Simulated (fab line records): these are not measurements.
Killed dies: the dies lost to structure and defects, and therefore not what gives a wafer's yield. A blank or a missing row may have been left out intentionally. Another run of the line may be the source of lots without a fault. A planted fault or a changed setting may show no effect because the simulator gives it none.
The tool behind it: which one? | flow ritCmos | 14 lots with 42 wafers sampled at 2 steps, on a route of 202 steps

## WHAT THE GAUGES READ, wafer by wafer
RIT_PRETRO_TW_MEAS_10.
lot  | measured    | on           | PRETRO_TW
L454 | day 2 11:13 | filmMetro-03 | 474 477 475
L456 | day 2 20:29 | filmMetro-03 | 476 474 473
L458 | day 3 06:35 | filmMetro-01 | 480 482 482
L459 | day 3 09:55 | filmMetro-02 | 473 474 473
L460 | day 3 15:13 | filmMetro-01 | 479 484 480
L461 | day 3 21:57 | filmMetro-02 | 468 469 471
L462 | day 4 03:02 | filmMetro-01 | 479 481 480
L463 | day 4 08:48 | filmMetro-01 | 481 481 482
L464 | day 4 12:04 | filmMetro-01 | 481 480 481
L466 | day 4 22:20 | filmMetro-01 | 483 482 482
L467 | day 5 00:46 | filmMetro-02 | 476 473 471
L468 | day 5 06:31 | filmMetro-01 | 511 510 511
L469 | day 5 12:34 | filmMetro-03 | 506 505 507
L470 | day 5 17:32 | filmMetro-02 | 473 473 475

## WHAT TOOL EACH LOT RAN ON (gives the tool, then ch and the chambers of the sampled wafers, and finally the start)
lot  | RIT_PRETRO_IMPLANT_08
L454 | implanter-01 ch 0, day 2 10:55
L456 | implanter-02 ch 0, day 2 20:11
L458 | implanter-02 ch 0, day 3 06:16
L459 | implanter-02 ch 0, day 3 09:35
L460 | implanter-04 ch 0, day 3 14:55
L461 | implanter-01 ch 0, day 3 21:38
L462 | implanter-02 ch 0, day 4 02:42
L463 | implanter-01 ch 0, day 4 08:29
L464 | implanter-02 ch 0, day 4 11:46
L466 | implanter-01 ch 0, day 4 22:01
L467 | implanter-01 ch 0, day 5 00:28
L468 | implanter-01 ch 0, day 5 06:12
L469 | implanter-01 ch 0, day 5 12:14
L470 | implanter-04 ch 0, day 5 17:13
- RIT_PRETRO_IMPLANT_08

## AS READ BY THE TOOLS THEMSELVES (means over the sampled wafers that have a number; for cases with no such wafer, the mark the record gives instead)
RIT_PRETRO_IMPLANT_08.
lot  | tool         | beamOnS (s) | endStationPressureTorr (Torr) | faradayCurrentUA
L454 | implanter-01 | 10.04       | 5.04e-06                      | 37.9
L456 | implanter-02 | 9.98        | 4.84e-06                      | 38.0
L458 | implanter-02 | 9.86        | 5.06e-06                      | 38.5
L459 | implanter-02 | 9.99        | 5.17e-06                      | 38.1
L460 | implanter-04 | 10.05       | 5.09e-06                      | 37.9
L461 | implanter-01 | 10.09       | 4.81e-06                      | 37.6
L462 | implanter-02 | 10.11       | 5.07e-06                      | 37.6
L463 | implanter-01 | 10.12       | 5.12e-06                      | 37.6
L464 | implanter-02 | 10.02       | 4.97e-06                      | 38.1
L466 | implanter-01 | 10.04       | 5.23e-06                      | 37.9
L467 | implanter-01 | 9.74        | 5.02e-06                      | 39.0
L468 | implanter-01 | 12.13       | 9.78e-05                      | 31.7
L469 | implanter-01 | 12.13       | 9.41e-05                      | 31.7
L470 | implanter-04 | 10.03       | 4.97e-06                      | 38.0

## THE ANSWER, worked out from the rows above alone
Rule: the lots themselves supply what counts as usual. The widest of any qualifying gaps counts: lots, ordered by their means at a reading, are off when they make up no more than a third of the lots, leave a main group of 4 or more, and stand apart from it by 3 or more times the standard deviation of that group's means. A main group whose means are all the same, to the digits that the tables above print for the reading, isn't used. A lot without any number at a reading at which 4 lots or more have one is off too. The other lots that the step has rows for count as sound. The gauges are gone through in route order, then the tools' own readings, and for those a lot's mean is taken as printed above. At the first step where some lot is off, the reading lying furthest off is the one used; lots without a number count as furthest.
Off: L468, L469, at RIT_PRETRO_TW_MEAS_10 (PRETRO_TW). Main group: mean 477, sd 4.2.
A tool fits if, at a process step before that reading, it ran every lot that is off, and no sound lot after the first of them. Not tried: the gauges at RIT_PRETRO_TW_MEAS_10; whatever is off there is also off at RIT_PRETRO_IMPLANT_08, on other tools, and gauge error can't account for it. One candidate fits, namely implanter-01 at RIT_PRETRO_IMPLANT_08. A fault onset in the window from L467 (day 5 00:28, its last sound lot) to L468 (day 5 06:12, its first lot off) fits.
The tool's own readings at RIT_PRETRO_IMPLANT_08 bear it out: on the lots that are off they differ by more than 5 times the standard deviation of the sound lots' means. beamOnS reads 12.13 s there against 10.01 s on the sound lots; endStationPressureTorr reads 9.60e-05 Torr there against 5.03e-06 Torr on the sound lots; faradayCurrentUA reads 31.7 there against 38.0 on the sound lots.

## WHAT WAS PUT IN BY THE SIMULATOR
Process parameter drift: implanter-01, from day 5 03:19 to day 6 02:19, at RIT_PRETRO_IMPLANT_08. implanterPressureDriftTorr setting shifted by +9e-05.
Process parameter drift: implanter-01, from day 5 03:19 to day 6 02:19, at RIT_PRETRO_IMPLANT_08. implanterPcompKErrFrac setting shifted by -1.
Shown lots that were struck: L468, L469. Same finding as the rule above.
